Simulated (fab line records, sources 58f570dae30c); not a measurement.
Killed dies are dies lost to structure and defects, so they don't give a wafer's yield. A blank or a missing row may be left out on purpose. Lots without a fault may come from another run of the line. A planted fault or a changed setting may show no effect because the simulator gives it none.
fab line records | flow berkeley_cmos170
record lots=14 wafers=42 last_day=12
route steps=331 shown M2@274 V2@293
lots that met no fault: from a run of the same line without faults
start_h: hours from the record's first day to the start of the lot's first wafer shown | wait_h: hours since the lot's step before | " the same as in the row above | L1.1+2: a row that stands for several wafers | - no value, or no start given | * or withheld: withheld | < > ~ a bound
route shown NAME@n: a module of which the file shows steps, and the number in the route of the first | usual: mean/standard deviation of fault-free wafers | same: alike in all rows | chamber/n: place in a boat | sites: the reading at each site | _std_site: their standard deviation | _edge_site: outer sites' mean less inner sites' | radius_mm: how far each site lies from the wafer's centre | mask NAME#n: copy n | behind: the tool/chamber that last shaped the wafer | hold: why the lot was held/for how many hours/how that ended | device: the transistor (n, p or np) that didn't switch | end of line: the same wafers' tests at the end of the route | a step without rows: its recipe alone | killed: dies lost to structure and defects at the first sort, not the wafer's yield | map: a wafer's dies, x killed, . not, _ none there
set.NAME: the setting as run; set.NAME@STEP: as run at that earlier step | model.NAME: the simulator's own value behind a step, which no gauge read
steps of the route over a sample of lots; a table a step, a row a wafer
services: from which hour (start_h, from the record's first day; less than 0 if before it) a tool's chamber was out of use, for how many hours, and why
## steps
# step UCB170_M2_THK_MEAS_03
# recipe thk_meas_gauge=xrf reads=Al_of_M2_SPUTTER_01
# usual M2_AL_THK=930/13
# columns lot.wafer tool chamber start_h wait_h M2_AL_THK[nm]
L689.1 film_metro-02 - 164.53 0.1 942
L689.5 " - " " 938
L689.6 " - " " 915
L690.2 film_metro-04 - 173.70 0.1 908
L690.4 " - " " 937
L690.5 " - " " 937
L691.1 film_metro-02 - 173.86 0.1 930
L691.2 " - " " 937
L691.6 " - " " 948
L692.2 film_metro-01 - 173.98 0.1 917
L692.3 " - " " 933
L692.4 " - " " 937
L693.1 film_metro-04 - 174.13 0.1 921
L693.3 " - " " 930
L693.6 " - " " 935
L694.2 film_metro-02 - 179.84 0.1 924
L694.3 " - " " 938
L694.4 " - " " 933
L695.2 film_metro-04 - 185.84 0.1 935
L695.3 " - " " 930
L695.4 " - " " 909
L699.3 film_metro-04 - 197.91 0.1 937
L699.5 " - " " 920
L699.6 " - " " 920
L700.1 film_metro-02 - 206.42 0.1 963
L700.4 " - " " 956
L700.5 " - " " 956
L703.2 film_metro-01 - 219.03 0.1 937
L703.5 " - " " 934
L703.6 " - " " 917
L702.1 film_metro-04 - 219.14 0.1 920
L702.2 " - " " 933
L702.5 " - " " 921
L701.1 film_metro-01 - 219.38 0.1 942
L701.5 " - " " 923
L701.6 " - " " 926
L710.1 film_metro-01 - 264.52 0.1 924
L710.5 " - " " 924
L710.6 " - " " 915
L712.1 film_metro-02 - 272.27 0.1 941
L712.2 " - " " 939
L712.4 " - " " 933
# step UCB170_M2_CD_MEAS_90
# recipe target_cd_nm=700
# usual cd_nm=700/3.5
# columns lot.wafer tool chamber start_h wait_h cd_nm
L689.1 cd_sem-01 - 167.36 0.1 705
L689.5 " - " " 709
L689.6 " - " " 699
L690.2 cd_sem-01 - 176.89 0.1 701
L690.4 " - " " 702
L690.5 " - " " 702
L691.1 cd_sem-02 - 177.27 0.1 699
L691.2 " - " " 698
L691.6 " - " " 699
L692.2 cd_sem-01 - 177.62 0.2 698
L692.3 " - " " 702
L692.4 " - " " 695
L693.1 cd_sem-02 - 177.63 0.1 699
L693.3 " - " " 702
L693.6 " - " " 699
L694.2 cd_sem-01 - 182.71 0.1 704
L694.3 " - " " 699
L694.4 " - " " 703
L695.2 cd_sem-02 - 188.28 0.1 700
L695.3 " - " " 702
L695.4 " - " " 703
L699.3 cd_sem-02 - 200.86 0.1 702
L699.5 " - " " 701
L699.6 " - " " 700
L700.1 cd_sem-02 - 208.75 0.1 696
L700.4 " - " " 695
L700.5 " - " " 695
L703.2 cd_sem-01 - 221.45 0.1 695
L703.5 " - " " 694
L703.6 " - " " 695
L702.1 cd_sem-02 - 221.86 0.1 708
L702.2 " - " " 699
L702.5 " - " " 701
L701.1 cd_sem-02 - 222.10 0.1 699
L701.5 " - " " 699
L701.6 " - " " 699
L710.1 cd_sem-02 - 266.72 0.1 697
L710.5 " - " " 694
L710.6 " - " " 699
L712.1 cd_sem-01 - 274.53 0.1 705
L712.2 " - " " 699
L712.4 " - " " 703
# step UCB170_V2_THK_MEAS_01
# recipe reads=SiO2_of_V2_CVD_00
# usual V2_TEOS_THK=1992/27
# columns lot.wafer tool chamber start_h wait_h V2_TEOS_THK[nm]
L689.1 film_metro-02 - 167.64 0.1 1968
L689.5 " - " " 1969
L689.6 " - " " 1994
L690.2 film_metro-01 - 177.16 0.1 2022
L690.4 " - " " 2048
L690.5 " - " " 2059
L691.1 film_metro-01 - 177.55 0.1 2004
L691.2 " - " " 1979
L691.6 " - " " 2023
L692.2 film_metro-02 - 177.88 0.1 1986
L692.3 " - " " 1968
L692.4 " - " " 2002
L693.1 film_metro-01 - 177.91 0.1 1978
L693.3 " - " " 2003
L693.6 " - " " 2012
L694.2 film_metro-01 - 182.97 0.1 1988
L694.3 " - " " 2002
L694.4 " - " " 2013
L695.2 film_metro-01 - 188.54 0.1 1982
L695.3 " - " " 1970
L695.4 " - " " 1989
L699.3 film_metro-01 - 201.11 0.1 1996
L699.5 " - " " 1983
L699.6 " - " " 2020
L700.1 film_metro-03 - 209.02 0.1 1973
L700.4 " - " " 1986
L700.5 " - " " 1980
L703.2 film_metro-02 - 221.72 0.1 2041
L703.5 " - " " 2030
L703.6 " - " " 2044
L702.1 film_metro-02 - 222.14 0.1 1929
L702.2 " - " " 1924
L702.5 " - " " 1969
L701.1 film_metro-02 - 222.38 0.1 2005
L701.5 " - " " 2003
L701.6 " - " " 2021
L710.1 film_metro-01 - 267.00 0.1 1958
L710.5 " - " " 1969
L710.6 " - " " 1979
L712.1 film_metro-03 - 274.80 0.1 1960
L712.2 " - " " 1967
L712.4 " - " " 2023
# step UCB170_V2_ETCH_14
# recipe chemistry=CHF3/CF4/Ar target=SiO2 stop_on=Al CHF3_flow_sccm=45 cf4_flow_sccm=15 Ar_flow_sccm=150 pressure_mtorr=200 rf_w=718.9 target_depth_a=12500 over_etch_frac=0.25 time_s=291
# usual CHF3_flow_sccm=45.00/0.14 cf4_flow_sccm=15.01/0.048 drypump_motor_current_A=5.5/0.38 oes_product_au=0.869/0.011 throttle_valve_pct=6.90/0.11
# columns lot.wafer tool chamber start_h wait_h CHF3_flow_sccm cf4_flow_sccm drypump_motor_current_A oes_product_au rf_hours_counter_h throttle_valve_pct
L689.1 rie_diel-03 0 169.62 0.0 44.75 14.99 5.4 0.843 39 6.90
L689.5 " 3 " " 45.10 15.02 5.5 0.869 - 6.89
L689.6 " 0 " " 44.81 15.05 5.5 0.846 - 6.90
L690.2 rie_diel-04 3 179.27 0.0 44.75 14.98 5.1 0.882 137 6.86
L690.4 " 0 " " 45.13 15.01 5.9 0.885 93 6.92
L690.5 " 0 " " 44.98 15.00 5.9 0.883 - 6.93
L691.1 rie_diel-02 1 180.54 0.0 44.95 15.04 5.4 0.864 134 7.02
L691.2 " 0 " " 44.93 14.95 5.5 0.876 132 7.08
L691.6 " 1 " " 44.81 15.03 5.4 0.867 - 7.02
L692.2 rie_diel-04 0 180.93 0.0 44.86 15.08 5.9 0.872 93 6.93
L692.3 " 3 " " 45.03 15.05 5.1 0.873 137 6.85
L692.4 " 2 " " 44.86 15.05 5.1 0.877 60 6.89
L693.1 rie_diel-03 3 181.21 0.0 44.84 14.97 5.5 0.878 83 6.88
L693.3 " 0 " " 45.00 15.04 5.5 0.853 40 6.90
L693.6 " 1 " " 44.96 14.91 5.6 0.854 - 6.78
L694.2 rie_diel-03 2 184.87 0.0 44.86 14.90 5.2 0.879 141 6.74
L694.3 " 1 " " 44.98 15.00 5.6 0.862 110 6.77
L694.4 " 0 " " 45.21 15.02 5.5 0.847 40 6.90
L695.2 rie_diel-04 2 191.18 0.0 44.86 14.98 5.0 0.871 61 6.90
L695.3 " 1 " " 45.12 14.92 5.8 0.859 136 7.14
L695.4 " 0 " " 45.14 15.08 5.9 0.879 93 6.91
L699.3 rie_diel-03 1 203.31 0.0 44.91 14.97 5.7 0.859 111 6.76
L699.5 " 0 " " 45.10 14.99 5.4 0.858 - 6.90
L699.6 " 1 " " 45.16 14.99 5.7 0.859 - 6.75
L700.1 rie_diel-03 1 210.86 0.0 - - - - - -
L700.4 " 0 " " - - - - - -
L700.5 " 3 " " - - - - - -
L703.2 rie_diel-04 0 223.72 0.0 - - - - - -
L703.5 " 0 " " - - - - - -
L703.6 " 3 " " - - - - - -
L702.1 rie_diel-04 1 224.26 0.0 45.09 14.97 5.8 0.857 137 7.14
L702.2 " 2 " " 45.29 15.04 5.1 0.874 62 6.88
L702.5 " 1 " " 44.98 15.03 5.8 0.861 - 7.14
L701.1 rie_diel-03 0 224.54 0.0 44.72 15.03 5.4 0.846 42 6.90
L701.5 " 0 " " 44.88 15.00 5.5 0.849 - 6.89
L701.6 " 2 " " 44.63 14.99 5.2 0.874 - 6.74
L710.1 rie_diel-03 3 269.12 0.0 44.96 14.97 5.5 0.879 88 6.88
L710.5 " 2 " " 44.73 14.91 5.2 0.895 - 6.73
L710.6 " 1 " " 44.98 15.02 5.7 0.854 - 6.77
L712.1 rie_diel-04 2 277.12 0.0 44.93 14.97 5.0 0.875 64 6.87
L712.2 " 0 " " 44.98 15.02 5.9 0.878 97 6.92
L712.4 " 0 " " 44.90 15.03 5.9 0.871 - 6.92
# step UCB170_V2_STRIP_15
# recipe chemistry=O2 power_w=400 pressure_mtorr=3500 platen_temp_c=withheld o2_flow_sccm=400 overash_fraction=0.5
# usual drypump_motor_current_A=5.6/0.48 o2_flow_sccm=400.1/1.2 oes_product_au=0.721/0.0046 strip_time_to_endpoint_s=15.30/0.13
# columns lot.wafer tool chamber start_h wait_h drypump_motor_current_A o2_flow_sccm oes_product_au rf_hours_counter_h strip_time_to_endpoint_s
L689.1 plasma_asher-04 1 169.80 0.1 6.4 399.2 0.720 40 15.12
L689.5 " 0 " " 5.3 399.3 0.726 - 15.32
L689.6 " 1 " " 6.3 397.7 0.722 - 15.12
L690.2 plasma_asher-04 1 179.45 0.1 6.4 401.2 0.724 41 15.37
L690.4 " 1 " " 6.4 400.8 0.723 - 15.27
L690.5 " 0 " " 5.3 398.9 0.718 - 15.35
L691.1 plasma_asher-04 0 180.72 0.1 5.3 398.1 0.723 41 15.42
L691.2 " 1 " " 6.4 400.2 0.719 41 15.51
L691.6 " 1 " " 6.4 399.2 0.722 - 15.36
L692.2 plasma_asher-04 0 181.11 0.1 5.3 398.8 0.724 41 15.27
L692.3 " 1 " " 6.4 397.4 0.721 - 15.29
L692.4 " 0 " " 5.3 400.1 0.723 - 15.11
L693.1 plasma_asher-02 1 181.39 0.1 6.1 400.1 0.716 51 15.45
L693.3 " 0 " " 5.1 401.6 0.721 - 15.23
L693.6 " 0 " " 5.1 401.8 0.716 - 15.25
L694.2 plasma_asher-04 0 185.05 0.1 5.3 400.2 0.725 42 15.46
L694.3 " 0 " " 5.4 401.7 0.728 - 15.40
L694.4 " 1 " " 6.4 397.2 0.716 - 15.30
L695.2 plasma_asher-01 0 191.36 0.1 5.2 400.9 0.716 8 15.22
L695.3 " 0 " " 5.2 400.0 0.721 - 15.32
L695.4 " 1 " " 5.4 401.0 0.720 - 15.31
L699.3 plasma_asher-01 0 203.52 0.1 5.2 399.3 0.726 - 15.31
L699.5 " 0 " " 5.2 399.2 0.728 - 15.15
L699.6 " 1 " " 5.4 398.4 0.721 - 15.31
L700.1 plasma_asher-01 1 211.04 0.1 5.4 399.0 0.732 10 21.58
L700.4 " 1 " " 5.4 399.4 0.735 - 21.60
L700.5 " 0 " " 5.2 399.0 0.746 - 21.57
L703.2 plasma_asher-04 0 223.89 0.1 5.3 400.7 0.736 46 21.68
L703.5 " 0 " " 5.3 401.4 0.734 - 21.65
L703.6 " 1 " " 6.4 398.4 0.733 - 21.64
L702.1 plasma_asher-04 0 224.43 0.1 5.3 402.3 0.721 46 15.35
L702.2 " 1 " " 6.4 398.9 0.718 46 15.32
L702.5 " 0 " " 5.3 402.1 0.735 - 15.31
L701.1 plasma_asher-02 1 224.72 0.1 6.1 400.3 0.714 56 15.39
L701.5 " 1 " " 6.1 398.6 0.718 - 15.30
L701.6 " 0 " " 5.1 401.7 0.723 - 15.37
L710.1 plasma_asher-01 1 269.30 0.1 5.4 400.8 0.720 16 15.25
L710.5 " 0 " " 5.2 397.7 0.724 - 15.40
L710.6 " 1 " " 5.4 400.4 0.720 - 15.32
L712.1 plasma_asher-02 1 277.30 0.1 6.1 399.3 0.720 63 15.49
L712.2 " 0 " " 5.1 399.9 0.725 63 15.34
L712.4 " 1 " " 6.1 398.7 0.718 - 15.38
# step UCB170_V2_CD_MEAS_90
# recipe target_cd_nm=700
# usual cd_nm=700.7/1.4
# columns lot.wafer tool chamber start_h wait_h cd_nm
L689.1 cd_sem-02 - 169.90 0.1 700.5
L689.5 " - " " 700.0
L689.6 " - " " 702.1
L690.2 cd_sem-02 - 179.57 0.1 701.3
L690.4 " - " " 700.1
L690.5 " - " " 701.5
L691.1 cd_sem-02 - 180.82 0.1 700.3
L691.2 " - " " 702.4
L691.6 " - " " 702.4
L692.2 cd_sem-01 - 181.23 0.1 701.8
L692.3 " - " " 701.2
L692.4 " - " " 700.4
L693.1 cd_sem-02 - 181.49 0.1 703.1
L693.3 " - " " 703.2
L693.6 " - " " 702.8
L694.2 cd_sem-01 - 185.17 0.1 697.7
L694.3 " - " " 697.1
L694.4 " - " " 699.2
L695.2 cd_sem-01 - 191.51 0.1 701.4
L695.3 " - " " 698.9
L695.4 " - " " 699.9
L699.3 cd_sem-02 - 203.63 0.1 702.1
L699.5 " - " " 704.3
L699.6 " - " " 702.1
L700.1 cd_sem-02 - 211.14 0.1 -
L700.4 " - " " -
L700.5 " - " " -
L703.2 cd_sem-01 - 224.01 0.1 -
L703.5 " - " " -
L703.6 " - " " -
L702.1 cd_sem-02 - 224.53 0.1 699.6
L702.2 " - " " 702.2
L702.5 " - " " 700.8
L701.1 cd_sem-01 - 224.82 0.1 701.4
L701.5 " - " " 701.9
L701.6 " - " " 700.6
L710.1 cd_sem-02 - 269.40 0.1 699.7
L710.5 " - " " 701.4
L710.6 " - " " 702.3
L712.1 cd_sem-01 - 277.40 0.1 698.0
L712.2 " - " " 699.4
L712.4 " - " " 698.6
## services
# columns tool chamber start_h hours kind
rie_diel-02 - 152.80 0.3 repair
plasma_asher-01 - 163.66 9.1 repair
rie_diel-04 3 169.45 1.2 repair
rie_diel-02 - 169.49 10.3 repair
rie_diel-04 - 202.55 14.6 pm
plasma_asher-01 - 205.54 1.5 repair
rie_diel-03 2 210.61 5.7 repair
rie_diel-03 3 221.04 6.2 repair
rie_diel-03 2 235.69 - clean
rie_diel-03 2 235.69 17.2 scheduled_down
rie_diel-03 2 235.69 17.2 vent_cycle
plasma_asher-01 - 237.56 0.7 repair
rie_diel-04 3 248.31 - clean
rie_diel-04 3 248.31 19.1 scheduled_down
rie_diel-04 3 248.31 19.1 vent_cycle
rie_diel-02 1 254.75 - clean
rie_diel-02 1 254.75 15.7 scheduled_down
rie_diel-02 1 254.75 15.7 vent_cycle
rie_diel-04 1 267.40 - clean
rie_diel-02 0 270.46 - clean
## key
first_sign step=UCB170_V2_ETCH_14 reading=tool_record direction=missing
effect step=UCB170_V2_STRIP_15 reading=strip_time_to_endpoint_s direction=up sigmas=50 usual=* struck=*
effect step=UCB170_V2_CD_MEAS_90 reading=cd_nm direction=missing
met_at UCB170_V2_ETCH_14
struck_lots L700,L703
later_rows_left_out L700.1,L700.4,L700.5,L703.2,L703.5,L703.6
sort_left_out L700.1,L700.4,L700.5,L703.2,L703.5,L703.6
not_acting_at UCB170_M2_THK_MEAS_03,UCB170_M2_CD_MEAS_90,UCB170_V2_THK_MEAS_01
onset_between 203.31 210.86
fault kind=skipped_step_whole tool=rie_diel-03,rie_diel-04 chamber=- onset_h=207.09 steps=UCB170_V2_ETCH_14 scope=struck_lots_only
# sort_left_out: the simulated sort isn't trusted on such a fault, so these wafers' sort isn't shown, and their yield isn't known
# later_rows_left_out: the simulator's readings of these wafers behind a module that went badly wrong aren't trusted and aren't shown, but for the sort
